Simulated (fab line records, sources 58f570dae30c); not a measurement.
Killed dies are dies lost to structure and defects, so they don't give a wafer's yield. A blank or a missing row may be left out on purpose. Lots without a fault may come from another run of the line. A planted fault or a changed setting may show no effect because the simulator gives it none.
fab line records | flow berkeley_cmos170
record lots=13 wafers=39 last_day=12
route steps=331 shown NLDD@169 PSD@181 M2@272 V2@295
lots that met no fault: from a run of the same line without faults
start_h: hours from the record's first day to the start of the lot's first wafer shown | wait_h: hours since the lot's step before | " the same as in the row above | L1.1+2: a row that stands for several wafers | - no value, or no start given | * or withheld: withheld | < > ~ a bound
route shown NAME@n: a module of which the file shows steps, and the number in the route of the first | usual: mean/standard deviation of fault-free wafers | same: alike in all rows | chamber/n: place in a boat | sites: the reading at each site | _std_site: their standard deviation | _edge_site: outer sites' mean less inner sites' | radius_mm: how far each site lies from the wafer's centre | mask NAME#n: copy n | behind: the tool/chamber that last shaped the wafer | hold: why the lot was held/for how many hours/how that ended | device: the transistor (n, p or np) that didn't switch | end of line: the same wafers' tests at the end of the route | a step without rows: its recipe alone | killed: dies lost to structure and defects at the first sort, not the wafer's yield | map: a wafer's dies, x killed, . not, _ none there
set.NAME: the setting as run; set.NAME@STEP: as run at that earlier step | model.NAME: the simulator's own value behind a step, which no gauge read
steps of the route over a sample of lots; a table a step, a row a wafer
services: from which hour (start_h, from the record's first day; less than 0 if before it) a tool's chamber was out of use, for how many hours, and why
## steps
# step UCB170_NLDD_TW_MEAS_11
# usual NLDD_TW=2230/12
# columns lot.wafer tool chamber start_h wait_h NLDD_TW
L854.2 film_metro-01 - 141.61 0.1 2246
L854.4 " - " " 2256
L854.6 " - " " 2253
L853.3 film_metro-04 - 141.86 0.1 2214
L853.5 " - " " 2212
L853.6 " - " " 2208
L855.2 film_metro-04 - 141.97 0.1 2223
L855.5 " - " " 2208
L855.6 " - " " 2212
L852.3 film_metro-04 - 142.34 0.1 2207
L852.4 " - " " 2209
L852.6 " - " " 2209
L856.1 film_metro-01 - 152.78 0.1 2226
L856.5 " - " " 2246
L856.6 " - " " 2236
L859.1 film_metro-01 - 169.44 0.1 2235
L859.3 " - " " 2241
L859.5 " - " " 2216
L858.4 film_metro-04 - 169.93 0.1 2212
L858.5 " - " " 2218
L858.6 " - " " 2205
L860.1 film_metro-01 - 174.93 0.1 2243
L860.2 " - " " 2247
L860.3 " - " " 2235
L863.1 film_metro-01 - 191.89 0.1 2221
L863.3 " - " " 2246
L863.6 " - " " 2232
L864.1 film_metro-04 - 192.38 0.1 2224
L864.3 " - " " 2230
L864.5 " - " " 2212
L867.1 film_metro-04 - 211.60 0.1 2216
L867.3 " - " " 2228
L867.6 " - " " 2225
L869.3 film_metro-01 - 224.41 0.1 2226
L869.4 " - " " 2230
L869.5 " - " " 2243
L874.1 film_metro-04 - 249.34 0.1 2211
L874.2 " - " " 2189
L874.4 " - " " 2219
# step UCB170_PSD_CD_MEAS_06
# recipe target_cd_nm=1200
# usual cd_nm=1200.0/1.3
# columns lot.wafer tool chamber start_h wait_h cd_nm
L854.2 cd_sem-01 - 148.58 - 1200.9
L854.4 " - " " 1199.6
L854.6 " - " " 1199.7
L853.3 cd_sem-01 - 148.88 - 1200.4
L853.5 " - " " 1201.5
L853.6 " - " " 1201.5
L855.2 cd_sem-01 - 148.98 - 1198.5
L855.5 " - " " 1198.2
L855.6 " - " " 1198.3
L852.3 cd_sem-02 - 149.03 - 1200.1
L852.4 " - " " 1200.5
L852.6 " - " " 1200.5
L856.1 cd_sem-01 - 156.76 - 1200.7
L856.5 " - " " 1199.8
L856.6 " - " " 1201.0
L859.1 cd_sem-01 - 175.69 - 1200.2
L859.3 " - " " 1199.7
L859.5 " - " " 1200.2
L858.4 cd_sem-02 - 175.96 - 1202.0
L858.5 " - " " 1202.7
L858.6 " - " " 1201.5
L860.1 cd_sem-01 - 180.97 - 1200.1
L860.2 " - " " 1199.3
L860.3 " - " " 1199.6
L863.1 cd_sem-01 - 200.04 - 1200.0
L863.3 " - " " 1201.1
L863.6 " - " " 1201.3
L864.1 cd_sem-01 - 200.16 - 1201.5
L864.3 " - " " 1199.8
L864.5 " - " " 1200.9
L867.1 cd_sem-01 - 218.37 - 1200.9
L867.3 " - " " 1201.2
L867.6 " - " " 1201.5
L869.3 cd_sem-02 - 228.08 - 1197.5
L869.4 " - " " 1197.0
L869.5 " - " " 1198.1
L874.1 cd_sem-01 - 254.09 - 1202.1
L874.2 " - " " 1199.7
L874.4 " - " " 1200.9
# step UCB170_M2_SPUTTER_01
# recipe material=Al target_thk_nm=900 time_s=120 power_w=6000 chamber_pressure_pa=0.5
# usual throttle_valve_pct=30.7/1
# columns lot.wafer tool chamber start_h wait_h throttle_valve_pct
L855.2 pvd_sputter-02 - 169.23 0.0 30.0
L855.5 " - " " 32.6
L855.6 " - " " 29.4
L852.3 pvd_sputter-04 - 169.42 0.0 30.4
L852.4 " - " " 30.5
L852.6 " - " " 29.9
L854.2 pvd_sputter-01 - 169.78 0.0 30.4
L854.4 " - " " 30.2
L854.6 " - " " 29.9
L853.3 pvd_sputter-02 - 171.56 0.0 30.5
L853.5 " - " " 32.7
L853.6 " - " " 30.8
L856.1 pvd_sputter-04 - 176.59 0.0 31.0
L856.5 " - " " 30.2
L856.6 " - " " 30.8
L858.4 pvd_sputter-02 - 195.05 0.0 29.6
L858.5 " - " " 29.4
L858.6 " - " " 32.7
L859.1 pvd_sputter-01 - 195.17 0.0 29.9
L859.3 " - " " 30.3
L859.5 " - " " 32.1
L860.1 pvd_sputter-02 - 199.33 0.0 29.7
L860.2 " - " " 32.8
L860.3 " - " " 30.5
L864.1 pvd_sputter-01 - 218.80 0.0 32.3
L864.3 " - " " 30.4
L864.5 " - " " 30.0
L863.1 pvd_sputter-02 - 219.08 0.0 30.8
L863.3 " - " " 32.7
L863.6 " - " " 29.6
L867.1 pvd_sputter-02 - 239.26 0.0 32.5
L867.3 " - " " 29.5
L867.6 " - " " 29.7
L869.3 pvd_sputter-02 - 247.31 0.0 29.3
L869.4 " - " " 32.6
L869.5 " - " " 29.4
L874.1 pvd_sputter-04 - 272.93 0.0 30.0
L874.2 " - " " 30.7
L874.4 " - " " 30.8
# step UCB170_M2_RS_MEAS_02
# recipe thk_meas_gauge=four-point-probe reads=Al_of_M2_SPUTTER_01
# usual M2_AL_RS=0.0321/0.00031
# columns lot.wafer tool chamber start_h wait_h M2_AL_RS[ohm/sq]
L855.2 film_metro-04 - 169.33 0.1 0.0321
L855.5 " - " " 0.0319
L855.6 " - " " 0.0315
L852.3 film_metro-03 - 169.54 0.1 0.0322
L852.4 " - " " 0.0321
L852.6 " - " " 0.0319
L854.2 film_metro-03 - 169.89 0.1 0.0328
L854.4 " - " " 0.0323
L854.6 " - " " 0.0324
L853.3 film_metro-04 - 171.69 0.1 0.0327
L853.5 " - " " 0.0321
L853.6 " - " " 0.0325
L856.1 film_metro-03 - 176.67 0.0 0.0319
L856.5 " - " " 0.0311
L856.6 " - " " 0.0317
L858.4 film_metro-01 - 195.20 0.1 0.0322
L858.5 " - " " 0.0321
L858.6 " - " " 0.0320
L859.1 film_metro-03 - 195.25 0.0 0.0318
L859.3 " - " " 0.0317
L859.5 " - " " 0.0318
L860.1 film_metro-04 - 199.41 0.0 0.0324
L860.2 " - " " 0.0323
L860.3 " - " " 0.0326
L864.1 film_metro-03 - 218.88 0.0 0.0321
L864.3 " - " " 0.0317
L864.5 " - " " 0.0317
L863.1 film_metro-04 - 219.16 0.0 0.0324
L863.3 " - " " 0.0320
L863.6 " - " " 0.0321
L867.1 film_metro-03 - 239.35 0.0 0.0319
L867.3 " - " " 0.0320
L867.6 " - " " 0.0321
L869.3 film_metro-03 - 247.44 0.1 0.0249
L869.4 " - " " 0.0320
L869.5 " - " " 0.0249
L874.1 film_metro-01 - 273.01 0.0 0.0316
L874.2 " - " " 0.0317
L874.4 " - " " 0.0321
# step UCB170_M2_THK_MEAS_03
# recipe thk_meas_gauge=xrf reads=Al_of_M2_SPUTTER_01
# usual M2_AL_THK=902/9.1
# columns lot.wafer tool chamber start_h wait_h M2_AL_THK[nm]
L855.2 film_metro-04 - 169.44 0.1 904
L855.5 " - " " 913
L855.6 " - " " 916
L852.3 film_metro-03 - 169.64 0.1 897
L852.4 " - " " 906
L852.6 " - " " 910
L854.2 film_metro-03 - 170.00 0.1 885
L854.4 " - " " 897
L854.6 " - " " 894
L853.3 film_metro-04 - 171.79 0.1 885
L853.5 " - " " 908
L853.6 " - " " 888
L856.1 film_metro-03 - 176.79 0.1 907
L856.5 " - " " 932
L856.6 " - " " 918
L858.4 film_metro-01 - 195.29 0.1 900
L858.5 " - " " 900
L858.6 " - " " 908
L859.1 film_metro-03 - 195.37 0.1 904
L859.3 " - " " 914
L859.5 " - " " 907
L860.1 film_metro-04 - 199.53 0.1 894
L860.2 " - " " 893
L860.3 " - " " 891
L864.1 film_metro-03 - 219.00 0.1 895
L864.3 " - " " 908
L864.5 " - " " 910
L863.1 film_metro-04 - 219.28 0.1 887
L863.3 " - " " 900
L863.6 " - " " 906
L867.1 film_metro-03 - 239.47 0.1 908
L867.3 " - " " 903
L867.6 " - " " 899
L869.3 film_metro-03 - 247.54 0.1 1160
L869.4 " - " " 906
L869.5 " - " " 1157
L874.1 film_metro-01 - 273.13 0.1 925
L874.2 " - " " 921
L874.4 " - " " 910
# step UCB170_M2_METAL_ETCH_18
# recipe chemistry=Cl2/BCl3 target=Al stop_on=SiO2 pressure_mtorr=12 target_depth_a=11700 over_etch_frac=0.3 time_s=195 icp_w=600 bias_w=120 Cl2_flow_sccm=90 bcl3_flow_sccm=45
# usual drypump_motor_current_A=5.7/0.61 mfc_cl2_sccm=89.99/0.27 oes_product_au=0.862/0.012 throttle_valve_pct=24.33/0.23
# same time_s=195
# columns lot.wafer tool chamber start_h wait_h drypump_motor_current_A mfc_cl2_sccm oes_product_au rf_hours_counter_h throttle_valve_pct
L855.2 rie_metal-01 0 171.41 - 5.1 89.83 0.859 1 23.99
L855.5 " 0 " " 5.1 90.15 0.869 - 23.99
L855.6 " 1 " " 6.7 90.07 0.866 - 24.64
L852.3 rie_metal-04 0 171.81 - 6.2 89.84 0.873 - 24.26
L852.4 " 1 " " 4.9 90.33 0.843 - 24.46
L852.6 " 0 " " 6.2 90.16 0.882 - 24.25
L854.2 rie_metal-02 1 172.04 - 5.7 89.61 0.849 6 24.22
L854.4 " 1 " " 5.7 90.24 0.863 - 24.20
L854.6 " 0 " " 5.6 90.65 0.847 - 24.47
L853.3 rie_metal-01 1 174.09 - 6.7 90.11 0.852 - 24.65
L853.5 " 1 " " 6.7 90.09 0.849 - 24.66
L853.6 " 0 " " 5.1 90.18 0.856 - 23.99
L856.1 rie_metal-02 0 179.10 - 5.6 89.76 0.865 1 24.46
L856.5 " 1 " " 5.7 89.85 0.882 - 24.20
L856.6 " 0 " " 5.6 90.00 0.866 - 24.48
L858.4 rie_metal-01 0 197.16 - 5.1 90.01 0.863 - 24.00
L858.5 " 1 " " 6.7 89.63 0.849 - 24.66
L858.6 " 0 " " 5.1 90.22 0.872 - 23.99
L859.1 rie_metal-04 1 197.34 - 4.9 89.98 0.853 3 24.45
L859.3 " 0 " " 6.2 89.79 0.892 - 24.24
L859.5 " 1 " " 4.9 90.18 0.846 - 24.45
L860.1 rie_metal-02 0 203.33 - 5.6 90.23 0.852 1 24.47
L860.2 " 1 " " 5.7 89.96 0.864 7 24.18
L860.3 " 1 " " 5.7 90.23 0.858 - 24.20
L864.1 rie_metal-02 1 222.39 - 5.7 89.76 0.863 7 24.19
L864.3 " 0 " " 5.6 89.74 0.859 - 24.47
L864.5 " 1 " " 5.7 89.65 0.873 - 24.21
L863.1 rie_metal-01 1 222.58 - 6.7 89.72 0.851 11 24.64
L863.3 " 0 " " 5.1 89.89 0.869 - 23.97
L863.6 " 0 " " 5.1 89.55 0.864 - 23.97
L867.1 rie_metal-01 0 245.83 - 5.1 90.10 0.871 4 23.99
L867.3 " 1 " " 6.7 90.44 0.859 - 24.66
L867.6 " 0 " " 5.1 90.12 0.872 - 23.99
L869.3 rie_metal-01 1 250.48 - 6.7 90.16 0.989 - 24.60
L869.4 " 0 " " 5.1 89.74 0.863 - 23.99
L869.5 " 0 " " 5.1 90.04 0.988 - 23.93
L874.1 rie_metal-02 1 276.01 - 5.7 90.01 0.872 8 24.19
L874.2 " 0 " " 5.6 89.48 0.863 3 24.44
L874.4 " 1 " " 5.7 89.78 0.867 - 24.20
# step UCB170_V2_BOW_MEAS_03
# recipe mode=bow
# usual V2_BOW=36/6.4
# columns lot.wafer tool chamber start_h wait_h V2_BOW[um]
L855.2 film_metro-02 - 172.36 0.2 49
L855.5 " - " " 41
L855.6 " - " " 29
L852.3 film_metro-03 - 172.71 0.2 32
L852.4 " - " " 44
L852.6 " - " " 28
L854.2 film_metro-04 - 172.98 0.2 30
L854.4 " - " " 40
L854.6 " - " " 37
L853.3 film_metro-04 - 174.99 0.3 37
L853.5 " - " " 46
L853.6 " - " " 36
L856.1 film_metro-03 - 180.03 0.2 34
L856.5 " - " " 31
L856.6 " - " " 27
L858.4 film_metro-04 - 198.08 0.2 25
L858.5 " - " " 30
L858.6 " - " " 40
L859.1 film_metro-02 - 198.26 0.2 48
L859.3 " - " " 41
L859.5 " - " " 34
L860.1 film_metro-03 - 204.27 0.1 39
L860.2 " - " " 32
L860.3 " - " " 29
L864.1 film_metro-03 - 223.39 0.2 28
L864.3 " - " " 41
L864.5 " - " " 29
L863.1 film_metro-02 - 223.51 0.1 30
L863.3 " - " " 28
L863.6 " - " " 36
L867.1 film_metro-03 - 246.83 0.2 35
L867.3 " - " " 39
L867.6 " - " " 45
L869.3 film_metro-04 - 251.38 0.3 41
L869.4 " - " " 44
L874.1 film_metro-04 - 276.94 0.1 43
L874.2 " - " " 38
L874.4 " - " " 31
## services
# columns tool chamber start_h hours kind
pvd_sputter-02 - 171.89 7.3 repair
rie_metal-04 - 184.61 1.4 pm
pvd_sputter-04 3 204.91 - consumable_replace:kit
pvd_sputter-04 3 204.91 18.0 scheduled_down
pvd_sputter-04 3 204.91 18.0 vent_cycle
pvd_sputter-04 - 210.34 3.4 repair
rie_metal-04 - 212.78 0.8 repair
pvd_sputter-04 - 217.50 23.0 repair
## key
first_sign step=UCB170_M2_RS_MEAS_02 reading=M2_AL_RS direction=down sigmas=23 usual=0.0321 struck=0.0249
effect step=UCB170_M2_THK_MEAS_03 reading=M2_AL_THK direction=up sigmas=28 usual=902 struck=1159
effect step=UCB170_M2_METAL_ETCH_18 reading=oes_product_au direction=up sigmas=11 usual=0.862 struck=0.988
met_at UCB170_M2_SPUTTER_01
struck_lots L869
struck_wafers L869.3,L869.5
later_rows_left_out L869.5
sort_left_out L869.3,L869.5
not_acting_at UCB170_NLDD_TW_MEAS_11,UCB170_PSD_CD_MEAS_06,UCB170_V2_BOW_MEAS_03
onset_between 239.26 247.31
fault kind=process_parameter_drift tool=pvd_sputter-02 chamber=- onset_h=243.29 steps=UCB170_M2_SPUTTER_01 channel=target_thk_nm offset=260.76 shape=step end_h=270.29 acts_in=these_recipes_only stated=900 scope=struck_wafers_only
# sort_left_out: the simulated sort isn't trusted on such a fault, so these wafers' sort isn't shown, and their yield isn't known
# later_rows_left_out: the simulator's readings of these wafers behind a module that went badly wrong aren't trusted and aren't shown, but for the sort
